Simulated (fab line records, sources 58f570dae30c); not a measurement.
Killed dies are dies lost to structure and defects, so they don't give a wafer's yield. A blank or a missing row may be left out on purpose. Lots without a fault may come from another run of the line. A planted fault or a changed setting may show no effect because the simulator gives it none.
Split-lot experiment | flow berkeley_cmos170 | 5 lots, 23 wafers read, on a route of 331 steps

THE SPLIT
At UCB170_M3_PEB_13, the setting peb_temp_c was moved away from the recipe's 130 C on 5 of the 23 wafers read, by +1.4% to +1.5%. The other wafers ran this setting at the recipe's value.

FROM THE SPLIT TO THE READING: what the file shows between them, 1 step
- UCB170_M3_DEVELOP_14: develop time 45 s

THE READING
cd_nm, in nm, at UCB170_M3_CD_MEAS_15 (target cd 700 nm). Fault-free wafers of this fab line usually give 699.9 nm, standard deviation 1.3 nm.

wafer  | tool, chamber at the split | peb_temp_c as run, C | against the recipe | cd_nm, nm | against lot-mates on the recipe
L074.1 | litho_track-01, 0          | 130                  | recipe             | 701.0     | -
L074.2 | litho_track-01, 0          | 130                  | recipe             | 700.4     | -
L074.4 | litho_track-01, 0          | 131.8                | +1.4%              | 689.7     | -10.9
L074.5 | litho_track-01, 0          | 131.8                | +1.4%              | 689.2     | -11.4
L074.6 | litho_track-01, 0          | 130                  | recipe             | 700.4     | -
L076.2 | litho_track-02, 0          | 130                  | recipe             | 699.1     | -
L076.3 | litho_track-02, 0          | 130                  | recipe             | 699.3     | -
L076.6 | litho_track-02, 0          | 130                  | recipe             | 699.5     | -
L075.1 | litho_track-01, 0          | 130                  | recipe             | 700.0     | -
L075.2 | litho_track-01, 0          | 130                  | recipe             | 699.1     | -
L075.3 | litho_track-01, 0          | 130                  | recipe             | 698.2     | -
L075.4 | litho_track-01, 0          | 130                  | recipe             | 699.1     | -
L075.5 | litho_track-01, 0          | 130                  | recipe             | 700.7     | -
L079.1 | litho_track-02, 0          | 130                  | recipe             | 701.0     | -
L079.3 | litho_track-02, 0          | 130                  | recipe             | 699.9     | -
L079.4 | litho_track-02, 0          | 130                  | recipe             | 699.9     | -
L079.5 | litho_track-02, 0          | 130                  | recipe             | 698.0     | -
L079.6 | litho_track-02, 0          | 130                  | recipe             | 700.3     | -
L082.1 | litho_track-01, 0          | 132                  | +1.5%              | 687.0     | -12.5
L082.2 | litho_track-01, 0          | 130                  | recipe             | 699.3     | -
L082.3 | litho_track-01, 0          | 132                  | +1.5%              | 689.3     | -10.2
L082.4 | litho_track-01, 0          | 132                  | +1.5%              | 686.8     | -12.7
L082.5 | litho_track-01, 0          | 130                  | recipe             | 699.6     | -

THE FIT
A straight line over all 23 wafers: cd_nm changes by -7.67 nm for each +1% of peb_temp_c; r = -0.98; the points scatter about the line by 0.9 nm.
The same after taking each lot's own level away (the mean of its wafers on the recipe; 23 wafers): -7.78 nm for each +1%; r = -0.99; scatter 0.8 nm.
On that fit, the largest move of peb_temp_c shifts the reading by 12 nm.
The lots' own levels span 699.30 to 700.60 nm, that is 1.0 times the standard deviation above.
So the lot-to-lot level changes the slope little: the two slopes agree.
Check: with one of the wafers moved furthest among these (+1.5%) left out of the fit, the line predicts -11.8 nm for it against its lot-mates. It came out at -12.5 nm against them.

THE WHOLE CHAIN: every reading that the file lists as answering this split, in the file's order
step                 | what it does         | reading                                                   | change (the file's fit)             | r (the file's)
UCB170_M3_CD_MEAS_15 | target cd 700 nm     | cd_nm                                                     | -7.8 nm for each +1% of the setting | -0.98
UCB170_M3_ETCH_17    | etches BARC in N2/H2 | M3.cd_nm (the simulator's own value, which no gauge read) | -7.3 nm for each +1% of the setting | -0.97

THE FILE'S OWN FIT
cd_nm changes by -7.8 nm for each +1% of peb_temp_c, r = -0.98.
